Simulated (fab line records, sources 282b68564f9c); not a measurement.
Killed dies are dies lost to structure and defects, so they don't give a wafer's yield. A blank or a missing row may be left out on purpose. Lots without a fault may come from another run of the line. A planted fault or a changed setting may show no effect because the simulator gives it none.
A struck lot beside a sound one | flow rit_cmos | 43 steps out of a route of 202
Sound: wafers L121.2, L121.5, L121.6. Struck: wafers L128.1, L128.5, L128.6. The cause comes at the end.
At each step with rows: each side's tool, then ch and its chambers, then its first start. Under that, the readings that differ: sound wafers | struck wafers | difference of the means | sigmas: that difference in standard deviations of wafers without a fault.
alike: readings whose means differ by less than 2 such deviations, and words and numbers that are the same on both sides. not compared: withheld readings, readings that some wafer has no value for, bounds like >300 that may hide the same value, and numbers for which the record gives no deviation and whose values overlap.
The two part at a step that has a row with sigmas, a row that says differs or no value, or rows on one side only. Numbers that don't overlap but have no deviation are shown without sigmas and don't part them. A reading that every wafer of one side lacks parts them only if that side has two wafers or more.

first, 3 steps without rows for these wafers: RIT_REOX_CLEAN_01 (cleans in dHF, time 30 s); RIT_REOX_CLEAN_02 (cleans in SC2, time 600 s); RIT_REOX_OXIDATION_03 (target thk 25.2 nm, ox time 5580 s).
RIT_REOX_THK_MEAS_04:
  sound on film_metro-04, day 3 11:59; struck on film_metro-02, day 4 22:37
  alike: REOX_OXIDE_THK
then, 6 steps without rows for these wafers: RIT_NLDD_HMDS_00 (prime time 60 s); RIT_NLDD_COAT_01 (resist thk 1000 nm); RIT_NLDD_SOFTBAKE_02 (time 60 s); RIT_NLDD_EXPOSE_03 (exposes mask M7, target cd 40700 nm); RIT_NLDD_PEB_04; RIT_NLDD_DEVELOP_05 (develop time 50 s).
RIT_NLDD_OVL_MEAS_06:
  sound on overlay-01, day 3 13:01; struck on overlay-02, day 4 23:34
  alike: NLDD_OVL
then, 1 step without rows for these wafers: RIT_NLDD_HARDBAKE_07 (time 60 s).
RIT_NLDD_IMPLANT_08:
  sound on implanter-02 ch 0, day 3 13:13; struck on implanter-02 ch 0, day 4 23:45
  reading                   | sound             | struck            | difference | sigmas
  implant_ion_amu           | 31 31 31          | 11 11 11          | -20        |
  model.implant.rp_nm (nm)  | 27.8 27.8 27.8    | 67.02 67.02 67.02 | +39.22     |
  model.implant.drp_nm (nm) | 12.97 12.97 12.97 | 28.34 28.34 28.34 | +15.37     |
  alike: tilt_deg
RIT_NLDD_STRIP_09: strips in O2, time 180 s.
  sound on plasma_asher-03 ch 0,1, day 3 13:20; struck on plasma_asher-03 ch 0,1, day 4 23:54
  alike: drypump_motor_current_A
  not compared: rf_hours_counter_h
RIT_NLDD_TW_MEAS_10:
  sound on film_metro-04, day 3 13:31; struck on film_metro-01, day 5 00:04
  reading | sound          | struck         | difference | sigmas
  NLDD_TW | 2476 2473 2482 | 1327 1321 1328 | -1152      | -55
then, 6 steps without rows for these wafers: RIT_PLDD_HMDS_00 (prime time 60 s); RIT_PLDD_COAT_01 (resist thk 1000 nm); RIT_PLDD_SOFTBAKE_02 (time 60 s); RIT_PLDD_EXPOSE_03 (exposes mask M8, target cd 40900 nm); RIT_PLDD_PEB_04; RIT_PLDD_DEVELOP_05 (develop time 50 s).
RIT_PLDD_OVL_MEAS_06:
  sound on overlay-02, day 3 14:26; struck on overlay-01, day 5 01:08
  alike: PLDD_OVL
then, 2 steps without rows for these wafers: RIT_PLDD_HARDBAKE_07 (time 60 s); RIT_PLDD_IMPLANT_08.
RIT_PLDD_STRIP_09: strips in O2, time 180 s.
  sound on plasma_asher-02 ch 0,1, day 3 14:46; struck on plasma_asher-01 ch 0,1, day 5 01:28
  alike: drypump_motor_current_A
  not compared: rf_hours_counter_h
RIT_PLDD_TW_MEAS_10:
  sound on film_metro-01, day 3 14:56; struck on film_metro-03, day 5 01:38
  alike: PLDD_TW
then, 4 steps without rows for these wafers: RIT_SPACER_CLEAN_00 (cleans in SC1, time 600 s); RIT_SPACER_CLEAN_01 (cleans in dHF, time 30 s); RIT_SPACER_CLEAN_02 (cleans in SC2, time 600 s); RIT_SPACER_CVD_03 (deposits Si3N4 from SiH2Cl2/NH3, target thk 250 nm, time 3300 s).
RIT_SPACER_THK_MEAS_04:
  sound on film_metro-04, day 3 17:17; struck on film_metro-04, day 5 04:11
  reading                 | sound             | struck            | difference | sigmas
  SPACER_NITRIDE_THK (nm) | 254.9 254.9 254.4 | 249.0 249.8 250.9 | -4.8       | -2
RIT_SPACER_ETCHBACK_05: etches Si3N4 in SF6/CHF3, stops on SiO2, target depth 250 nm, time 240 s.
  sound on rie_diel-02 ch 0,2,3, day 3 17:20; struck on rie_diel-01 ch 2,3, day 5 04:14
  alike: drypump_motor_current_A, oes_product_au, throttle_valve_pct
  not compared: rf_hours_counter_h
then, 6 steps without rows for these wafers: RIT_NSD_HMDS_00 (prime time 60 s); RIT_NSD_COAT_01 (resist thk 1000 nm); RIT_NSD_SOFTBAKE_02 (time 60 s); RIT_NSD_EXPOSE_03 (exposes mask M9, target cd 40700 nm); RIT_NSD_PEB_04; RIT_NSD_DEVELOP_05 (develop time 50 s).
RIT_NSD_OVL_MEAS_06:
  sound on overlay-01, day 3 18:28; struck on overlay-02, day 5 05:14
  alike: NSD_OVL
then, 2 steps without rows for these wafers: RIT_NSD_HARDBAKE_07 (time 60 s); RIT_NSD_IMPLANT_08.
RIT_NSD_STRIP_09: strips in O2, time 180 s.
  sound on plasma_asher-03 ch 0,1, day 3 18:48; struck on plasma_asher-03 ch 0,1, day 5 05:41
  alike: drypump_motor_current_A
  not compared: rf_hours_counter_h
RIT_SDANNEAL_RS_MEAS_07: measures by four-point-probe.
  sound on film_metro-04, day 3 21:23; struck on film_metro-04, day 5 08:22
  reading          | sound             | struck         | difference | sigmas
  NLDD_RS (ohm/sq) | 152.0 151.8 152.0 | 81.4 81.7 81.5 | -70.4      | -99 or more

WHERE THEY PART
First at RIT_NLDD_TW_MEAS_10; last, within this record, at RIT_SDANNEAL_RS_MEAS_07.

WHY: what the simulator had put in
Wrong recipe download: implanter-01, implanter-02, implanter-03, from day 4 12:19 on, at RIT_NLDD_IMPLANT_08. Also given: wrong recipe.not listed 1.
